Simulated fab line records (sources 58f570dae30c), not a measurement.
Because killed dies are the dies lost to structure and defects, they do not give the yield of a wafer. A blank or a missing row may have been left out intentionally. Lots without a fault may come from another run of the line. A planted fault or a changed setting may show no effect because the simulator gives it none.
What tool caused it? :: flow berkeley cmos170 :: 42 wafers from 14 lots sampled at 6 of the route's 331 steps

## WHAT THE GAUGES SHOWED, per wafer
UCB170_PWELL_THK_MEAS_03.
lot: L741
measured: day 3 00:40
on: film metro-03
PWELL_OXIDE_THK (nm): 26.0 25.9 26.1

lot: L742
measured: day 3 03:42
on: film metro-03
PWELL_OXIDE_THK (nm): 26.7 26.6 26.8

lot: L743
measured: day 3 11:31
on: film metro-03
PWELL_OXIDE_THK (nm): 25.9 25.5 25.5

lot: L744
measured: day 3 11:31
on: film metro-04
PWELL_OXIDE_THK (nm): 25.5 26.0 25.3

lot: L746
measured: day 4 05:07
on: film metro-01
PWELL_OXIDE_THK (nm): 26.1 26.3 26.1

lot: L747
measured: day 4 05:05
on: film metro-04
PWELL_OXIDE_THK (nm): 26.5 26.6 26.4

lot: L749
measured: day 4 19:37
on: film metro-01
PWELL_OXIDE_THK (nm): 26.2 26.4 26.6

lot: L750
measured: day 5 03:13
on: film metro-01
PWELL_OXIDE_THK (nm): 25.9 26.1 26.1

lot: L751
measured: day 5 03:16
on: film metro-01
PWELL_OXIDE_THK (nm): 27.4 27.3 26.8

lot: L752
measured: day 5 13:16
on: film metro-04
PWELL_OXIDE_THK (nm): 25.9 26.7 25.8

lot: L754
measured: day 5 18:47
on: film metro-04
PWELL_OXIDE_THK (nm): 26.5 26.5 26.7

lot: L757
measured: day 6 02:29
on: film metro-01
PWELL_OXIDE_THK (nm): 26.0 25.4 25.9

lot: L758
measured: day 6 17:07
on: film metro-01
PWELL_OXIDE_THK (nm): 25.9 25.8 26.3

lot: L763
measured: day 7 10:04
on: film metro-01
PWELL_OXIDE_THK (nm): 25.7 26.0 26.1

UCB170_PFIELD_OVL_MEAS_06.
lot: L741
measured: day 4 17:23
on: overlay-01
PFIELD_OVL (nm): -4 -1 -3

lot: L742
measured: day 5 00:37
on: overlay-01
PFIELD_OVL (nm): -2 -13 -11

lot: L743
measured: day 5 00:51
on: overlay-02
PFIELD_OVL (nm): 0 5 7

lot: L744
measured: day 5 01:05
on: overlay-01
PFIELD_OVL (nm): -5 1 -9

lot: L746
measured: day 5 18:47
on: overlay-02
PFIELD_OVL (nm): -6 -1 1

lot: L747
measured: day 5 19:21
on: overlay-02
PFIELD_OVL (nm): 11 14 5

lot: L749
measured: day 6 14:25
on: overlay-02
PFIELD_OVL (nm): 5 3 8

lot: L750
measured: day 6 19:36
on: overlay-01
PFIELD_OVL (nm): 0 2 -2

lot: L751
measured: day 6 19:50
on: overlay-02
PFIELD_OVL (nm): 6 7 -6

lot: L752
measured: day 7 08:59
on: overlay-01
PFIELD_OVL (nm): 7 5 3

lot: L754
measured: day 7 14:47
on: overlay-01
PFIELD_OVL (nm): -9 -8 -1

lot: L757
measured: day 7 17:14
on: overlay-02
PFIELD_OVL (nm): -1 -1 -1

lot: L758
measured: day 8 02:25
on: overlay-02
PFIELD_OVL (nm): 5 -2 -1

lot: L763
measured: day 9 00:35
on: overlay-02
PFIELD_OVL (nm): 9 4 4

UCB170_SDANNEAL_RS_MEAS_03: measures by four-point-probe.
lot: L741
measured: day 7 07:19
on: film metro-04
NSD_RS (ohm/sq): 37.06 37.19 37.01

lot: L742
measured: day 7 07:47
on: film metro-02
NSD_RS (ohm/sq): 37.04 37.15 37.15

lot: L743
measured: day 7 07:57
on: film metro-04
NSD_RS (ohm/sq): 36.96 37.05 37.11

lot: L744
measured: day 7 07:27
on: film metro-01
NSD_RS (ohm/sq): 37.17 37.20 37.19

lot: L746
measured: day 8 07:10
on: film metro-01
NSD_RS (ohm/sq): 37.17 37.12 37.07

lot: L747
measured: day 8 07:43
on: film metro-04
NSD_RS (ohm/sq): 37.22 37.15 37.06

lot: L749
measured: day 9 03:58
on: film metro-02
NSD_RS (ohm/sq): 37.07 37.16 37.05

lot: L750
measured: day 9 04:23
on: film metro-01
NSD_RS (ohm/sq): 37.24 37.22 37.27

lot: L751
measured: day 9 03:55
on: film metro-04
NSD_RS (ohm/sq): 37.06 36.97 36.97

lot: L752
measured: day 9 22:01
on: film metro-01
NSD_RS (ohm/sq): 37.23 37.28 37.17

lot: L754
measured: day 9 21:42
on: film metro-04
NSD_RS (ohm/sq): 37.06 36.99 36.99

lot: L757
measured: day 10 10:04
on: film metro-02
NSD_RS (ohm/sq): 35.36 35.44 35.37

lot: L758
measured: day 10 16:12
on: film metro-01
NSD_RS (ohm/sq): 35.60 35.59 35.62

lot: L763
measured: day 11 10:22
on: film metro-04
NSD_RS (ohm/sq): 36.97 37.05 36.99

## WHAT TOOL EACH LOT RAN ON (gives the tool, then ch and the chambers of the sampled wafers, and finally the start)
lot: L741
UCB170_ZERO_STRIP_07: plasma asher-01 ch 0,1, day 1 23:55
UCB170_NSD_IMPLANT_08: implanter-01 ch 0, day 7 05:38
UCB170_NSD_STRIP_09: plasma asher-02 ch 0,1, day 7 05:47

lot: L742
UCB170_ZERO_STRIP_07: plasma asher-04 ch 0,1, day 2 07:19
UCB170_NSD_IMPLANT_08: implanter-03 ch 0, day 7 05:56
UCB170_NSD_STRIP_09: plasma asher-03 ch 0,1, day 7 06:04

lot: L743
UCB170_ZERO_STRIP_07: plasma asher-01 ch 0,1, day 2 10:49
UCB170_NSD_IMPLANT_08: implanter-04 ch 0, day 7 06:10
UCB170_NSD_STRIP_09: plasma asher-04 ch 0,1, day 7 06:17

lot: L744
UCB170_ZERO_STRIP_07: plasma asher-03 ch 0,1, day 2 15:25
UCB170_NSD_IMPLANT_08: implanter-04 ch 0, day 7 05:52
UCB170_NSD_STRIP_09: plasma asher-04 ch 0,1, day 7 06:01

lot: L746
UCB170_ZERO_STRIP_07: plasma asher-04 ch 0,1, day 3 04:12
UCB170_NSD_IMPLANT_08: implanter-01 ch 0, day 8 05:19
UCB170_NSD_STRIP_09: plasma asher-04 ch 0,1, day 8 05:26

lot: L747
UCB170_ZERO_STRIP_07: plasma asher-01 ch 0,1, day 3 04:25
UCB170_NSD_IMPLANT_08: implanter-04 ch 0, day 8 05:52
UCB170_NSD_STRIP_09: plasma asher-02 ch 0,1, day 8 05:59

lot: L749
UCB170_ZERO_STRIP_07: plasma asher-01 ch 0,1, day 3 18:00
UCB170_NSD_IMPLANT_08: implanter-03 ch 0, day 9 02:24
UCB170_NSD_STRIP_09: plasma asher-04 ch 0,1, day 9 02:33

lot: L750
UCB170_ZERO_STRIP_07: plasma asher-03 ch 0,1, day 4 01:33
UCB170_NSD_IMPLANT_08: implanter-04 ch 0, day 9 02:39
UCB170_NSD_STRIP_09: plasma asher-02 ch 0,1, day 9 02:46

lot: L751
UCB170_ZERO_STRIP_07: plasma asher-04 ch 0,1, day 4 03:24
UCB170_NSD_IMPLANT_08: implanter-01 ch 0, day 9 02:09
UCB170_NSD_STRIP_09: plasma asher-02 ch 1, day 9 02:18

lot: L752
UCB170_ZERO_STRIP_07: plasma asher-01 ch 0,1, day 4 12:57
UCB170_NSD_IMPLANT_08: implanter-01 ch 0, day 9 19:59
UCB170_NSD_STRIP_09: plasma asher-04 ch 0,1, day 9 20:06

lot: L754
UCB170_ZERO_STRIP_07: plasma asher-03 ch 0,1, day 4 18:49
UCB170_NSD_IMPLANT_08: implanter-03 ch 0, day 9 19:41
UCB170_NSD_STRIP_09: plasma asher-03 ch 0,1, day 9 19:49

lot: L757
UCB170_ZERO_STRIP_07: plasma asher-01 ch 0,1, day 5 08:26
UCB170_NSD_IMPLANT_08: implanter-03 ch 0, day 10 07:50
UCB170_NSD_STRIP_09: plasma asher-04 ch 0,1, day 10 07:58

lot: L758
UCB170_ZERO_STRIP_07: plasma asher-01 ch 0,1, day 5 11:23
UCB170_NSD_IMPLANT_08: implanter-03 ch 0, day 10 14:41
UCB170_NSD_STRIP_09: plasma asher-03 ch 0,1, day 10 14:50

lot: L763
UCB170_ZERO_STRIP_07: plasma asher-01 ch 0,1, day 6 12:14
UCB170_NSD_IMPLANT_08: implanter-04 ch 0, day 11 08:23
UCB170_NSD_STRIP_09: plasma asher-04 ch 0,1, day 11 08:32
- UCB170_ZERO_STRIP_07: strips in O2.
- UCB170_NSD_IMPLANT_08
- UCB170_NSD_STRIP_09: strips in O2.

## AS READ BY THE TOOLS THEMSELVES (means over the sampled wafers that have a number; for cases with no such wafer, the mark the record gives instead)
UCB170_ZERO_STRIP_07.
lot: L741
tool: plasma asher-01
drypump motor current A (A): 5.3
o2 flow sccm (sccm): 400.5
oes product au (a.u.): 0.731
strip time to endpoint s (s): 21.51

lot: L742
tool: plasma asher-04
drypump motor current A (A): 6.2
o2 flow sccm (sccm): 398.7
oes product au (a.u.): 0.729
strip time to endpoint s (s): 21.50

lot: L743
tool: plasma asher-01
drypump motor current A (A): 5.5
o2 flow sccm (sccm): 400.9
oes product au (a.u.): 0.726
strip time to endpoint s (s): 21.50

lot: L744
tool: plasma asher-03
drypump motor current A (A): 5.6
o2 flow sccm (sccm): 400.3
oes product au (a.u.): 0.726
strip time to endpoint s (s): 21.52

lot: L746
tool: plasma asher-04
drypump motor current A (A): 6.3
o2 flow sccm (sccm): 401.8
oes product au (a.u.): 0.727
strip time to endpoint s (s): 21.45

lot: L747
tool: plasma asher-01
drypump motor current A (A): 5.4
o2 flow sccm (sccm): 400.2
oes product au (a.u.): 0.726
strip time to endpoint s (s): 21.41

lot: L749
tool: plasma asher-01
drypump motor current A (A): 5.5
o2 flow sccm (sccm): 400.1
oes product au (a.u.): 0.725
strip time to endpoint s (s): 21.44

lot: L750
tool: plasma asher-03
drypump motor current A (A): 5.6
o2 flow sccm (sccm): 399.5
oes product au (a.u.): 0.730
strip time to endpoint s (s): 21.48

lot: L751
tool: plasma asher-04
drypump motor current A (A): 6.3
o2 flow sccm (sccm): 400.4
oes product au (a.u.): 0.727
strip time to endpoint s (s): 21.48

lot: L752
tool: plasma asher-01
drypump motor current A (A): 5.3
o2 flow sccm (sccm): 399.8
oes product au (a.u.): 0.727
strip time to endpoint s (s): 21.42

lot: L754
tool: plasma asher-03
drypump motor current A (A): 5.5
o2 flow sccm (sccm): 400.9
oes product au (a.u.): 0.727
strip time to endpoint s (s): 21.47

lot: L757
tool: plasma asher-01
drypump motor current A (A): 5.5
o2 flow sccm (sccm): 401.1
oes product au (a.u.): 0.729
strip time to endpoint s (s): 21.48

lot: L758
tool: plasma asher-01
drypump motor current A (A): 5.3
o2 flow sccm (sccm): 400.3
oes product au (a.u.): 0.729
strip time to endpoint s (s): 21.50

lot: L763
tool: plasma asher-01
drypump motor current A (A): 5.5
o2 flow sccm (sccm): 399.5
oes product au (a.u.): 0.726
strip time to endpoint s (s): 21.40

UCB170_NSD_IMPLANT_08.
lot: L741
tool: implanter-01
dose ions cm2: 3e+15
faraday current uA: 8955

lot: L742
tool: implanter-03
dose ions cm2: 3e+15
faraday current uA: 9187

lot: L743
tool: implanter-04
dose ions cm2: 3e+15
faraday current uA: 9261

lot: L744
tool: implanter-04
dose ions cm2: 3e+15
faraday current uA: 9300

lot: L746
tool: implanter-01
dose ions cm2: 3e+15
faraday current uA: 9457

lot: L747
tool: implanter-04
dose ions cm2: 3e+15
faraday current uA: 9195

lot: L749
tool: implanter-03
dose ions cm2: 3e+15
faraday current uA: 9380

lot: L750
tool: implanter-04
dose ions cm2: 3e+15
faraday current uA: 9310

lot: L751
tool: implanter-01
dose ions cm2: 3e+15
faraday current uA: 8994

lot: L752
tool: implanter-01
dose ions cm2: 3e+15
faraday current uA: 9135

lot: L754
tool: implanter-03
dose ions cm2: 3e+15
faraday current uA: 9072

lot: L757
tool: implanter-03
dose ions cm2: 3e+15
faraday current uA: 10243

lot: L758
tool: implanter-03
dose ions cm2: 3e+15
faraday current uA: 10262

lot: L763
tool: implanter-04
dose ions cm2: 3e+15
faraday current uA: 9096

UCB170_NSD_STRIP_09.
lot: L741
tool: plasma asher-02
drypump motor current A (A): 5.5
o2 flow sccm (sccm): 399.9
oes product au (a.u.): 0.531
strip time to endpoint s (s): 36.01

lot: L742
tool: plasma asher-03
drypump motor current A (A): 5.6
o2 flow sccm (sccm): 401.0
oes product au (a.u.): 0.536
strip time to endpoint s (s): 35.98

lot: L743
tool: plasma asher-04
drypump motor current A (A): 6.3
o2 flow sccm (sccm): 400.5
oes product au (a.u.): 0.532
strip time to endpoint s (s): 36.08

lot: L744
tool: plasma asher-04
drypump motor current A (A): 6.2
o2 flow sccm (sccm): 401.0
oes product au (a.u.): 0.533
strip time to endpoint s (s): 36.03

lot: L746
tool: plasma asher-04
drypump motor current A (A): 6.3
o2 flow sccm (sccm): 400.7
oes product au (a.u.): 0.529
strip time to endpoint s (s): 35.93

lot: L747
tool: plasma asher-02
drypump motor current A (A): 5.2
o2 flow sccm (sccm): 398.5
oes product au (a.u.): 0.531
strip time to endpoint s (s): 35.95

lot: L749
tool: plasma asher-04
drypump motor current A (A): 6.3
o2 flow sccm (sccm): 399.7
oes product au (a.u.): 0.532
strip time to endpoint s (s): 36.11

lot: L750
tool: plasma asher-02
drypump motor current A (A): 5.5
o2 flow sccm (sccm): 400.0
oes product au (a.u.): 0.535
strip time to endpoint s (s): 35.91

lot: L751
tool: plasma asher-02
drypump motor current A (A): 5.0
o2 flow sccm (sccm): 399.3
oes product au (a.u.): 0.531
strip time to endpoint s (s): 36.05

lot: L752
tool: plasma asher-04
drypump motor current A (A): 6.2
o2 flow sccm (sccm): 400.9
oes product au (a.u.): 0.533
strip time to endpoint s (s): 36.08

lot: L754
tool: plasma asher-03
drypump motor current A (A): 5.5
o2 flow sccm (sccm): 399.5
oes product au (a.u.): 0.529
strip time to endpoint s (s): 36.10

lot: L757
tool: plasma asher-04
drypump motor current A (A): 6.2
o2 flow sccm (sccm): 398.9
oes product au (a.u.): 0.526
strip time to endpoint s (s): 37.03

lot: L758
tool: plasma asher-03
drypump motor current A (A): 5.6
o2 flow sccm (sccm): 400.4
oes product au (a.u.): 0.518
strip time to endpoint s (s): 37.08

lot: L763
tool: plasma asher-04
drypump motor current A (A): 6.2
o2 flow sccm (sccm): 398.5
oes product au (a.u.): 0.530
strip time to endpoint s (s): 36.03

## THE ANSWER, worked out from the rows above alone
Rule: the lots themselves supply what counts as usual. Put in order of their means at a reading, lots are off if they are a third of the lots or fewer, leave a main group of 4 or more, and stand apart from it by a gap of 3 or more times the standard deviation of the main group's means; of several such gaps the widest counts. A main group is skipped when, at the precision printed for the reading in the tables above, its means are all equal. Also off: a lot with no number at a reading for which 4 or more lots have one. Any other lot the step has rows for is counted as sound. First the gauges in route order, then the tools' own readings, where a lot's mean is used as printed above. At the first step where some lot is off, the reading lying furthest off is the one used; lots without a number count as furthest.
Off: at UCB170_SDANNEAL_RS_MEAS_03 (NSD_RS), L757, L758. The main group has a mean of 37.11 ohm/sq with a standard deviation of 0.08.
A tool fits if, at a process step before that reading, it ran every lot that is off, and no sound lot after the first of them. Not tried: the gauges at UCB170_SDANNEAL_RS_MEAS_03; whatever is off there is also off at UCB170_NSD_IMPLANT_08, on other tools, and gauge error can't account for it. One candidate fits, namely implanter-03 at UCB170_NSD_IMPLANT_08. A fault onset in the window from L754 (day 9 19:41, its last sound lot) to L757 (day 10 07:50, its first lot off) fits.
On the lots that are off, the tool's own readings at UCB170_NSD_IMPLANT_08 differ by more than 5 times the standard deviation of the sound lots' means, which bears it out; faraday current uA reads 10252 there versus 9195 on the sound lots.

## WHAT WAS PUT IN BY THE SIMULATOR
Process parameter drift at UCB170_NSD_IMPLANT_08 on implanter-03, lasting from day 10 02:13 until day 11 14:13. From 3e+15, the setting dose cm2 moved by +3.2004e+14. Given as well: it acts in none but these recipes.
Lots struck among those shown: L757, L758. The rule above reached the same finding.
